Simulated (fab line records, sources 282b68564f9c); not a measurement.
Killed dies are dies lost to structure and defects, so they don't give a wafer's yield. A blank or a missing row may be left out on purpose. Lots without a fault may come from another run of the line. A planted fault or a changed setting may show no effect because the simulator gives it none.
One fault seen from 2 desks | flow rit_cmos | each desk has only its own numbers; what lay behind them comes last

THE TOOL OWNER'S DESK: wet_bench-02
The tool's own readings at RIT_M1_STRIP_13 (strips in nmp, time 600 s): means of the sampled wafers that have a number, for each lot that ran on this tool. A lot is out of limits, marked OUT, if its mean lies more than 4 standard deviations from the usual mean; the brackets give that distance.
Columns: A = bath_guard_temp_C at RIT_M1_STRIP_13, usual 79.9 C; B = run_length_s at RIT_M1_STRIP_13, usual 630 s
lot  | first seen here | A    | B
L493 | day 3 23:12     | 80.1 | 635
L498 | day 4 23:18     | 79.8 | 625
L502 | day 5 18:56     | 80.5 | 568 (-15) OUT
L500 | day 5 20:56     | 79.6 | 566 (-15) OUT
L503 | day 5 23:55     | 80.5 | 568 (-15) OUT
This desk's finding: out of limits on L500, L502, L503; first on L502, day 5 18:56 (run_length_s at RIT_M1_STRIP_13). In limits: L493, L498.

THE METROLOGY DESK
What the gauges read, lot by lot, whatever tool the lot ran on: means of the sampled wafers that have a number. A lot is out of limits, marked OUT, if its mean lies more than 4 standard deviations from the usual mean; the brackets give that distance.
Columns: A = PRETRO_TW at RIT_PRETRO_TW_MEAS_10, usual 474; B = CONTACT_OVL at RIT_CONTACT_OVL_MEAS_09, usual 1.5 nm
lot  | first seen here | A   | B
L490 | day 2 07:20     | 484 | 1.6
L493 | day 2 23:20     | 472 | 2.8
L495 | day 3 08:21     | 468 | 1.6
L496 | day 3 13:29     | 483 | 0.9
L497 | day 3 19:19     | 470 | 0.1
L498 | day 4 00:22     | 468 | 1.1
L501 | day 4 14:37     | 481 | 3.3
L500 | day 4 16:58     | 469 | 0.3
L502 | day 4 20:05     | 470 | 4.6
L503 | day 5 00:22     | 470 | 0.6
L505 | day 5 11:32     | 482 | 0.7
L508 | day 6 02:10     | 478 | 1.2
L509 | day 6 08:18     | 468 | 1.5
L510 | day 6 16:27     | 470 | 0.6
L511 | day 6 18:26     | 480 | 2.5
This desk's finding: nothing out of limits on any of the 15 lots.

PUT TOGETHER
The tool owner's desk could have raised an alarm at day 5 18:56, on L500, L502, L503.
The metrology desk saw nothing out of limits.
The metrology desk has L500, L502, L503 on record, within its limits.
Of the lots named, all ran RIT_M1_STRIP_13 on wet_bench-02.

WHAT THE SIMULATOR HAD PUT IN
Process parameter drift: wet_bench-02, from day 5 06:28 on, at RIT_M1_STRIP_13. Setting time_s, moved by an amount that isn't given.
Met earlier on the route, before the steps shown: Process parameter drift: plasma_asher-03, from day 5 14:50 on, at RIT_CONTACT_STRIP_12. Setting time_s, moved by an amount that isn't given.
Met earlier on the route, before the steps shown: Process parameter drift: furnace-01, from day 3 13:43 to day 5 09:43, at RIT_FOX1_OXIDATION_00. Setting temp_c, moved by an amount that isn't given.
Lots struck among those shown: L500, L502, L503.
Hours from the fault's start to each desk's first reading out of limits: the tool owner's desk, 12.
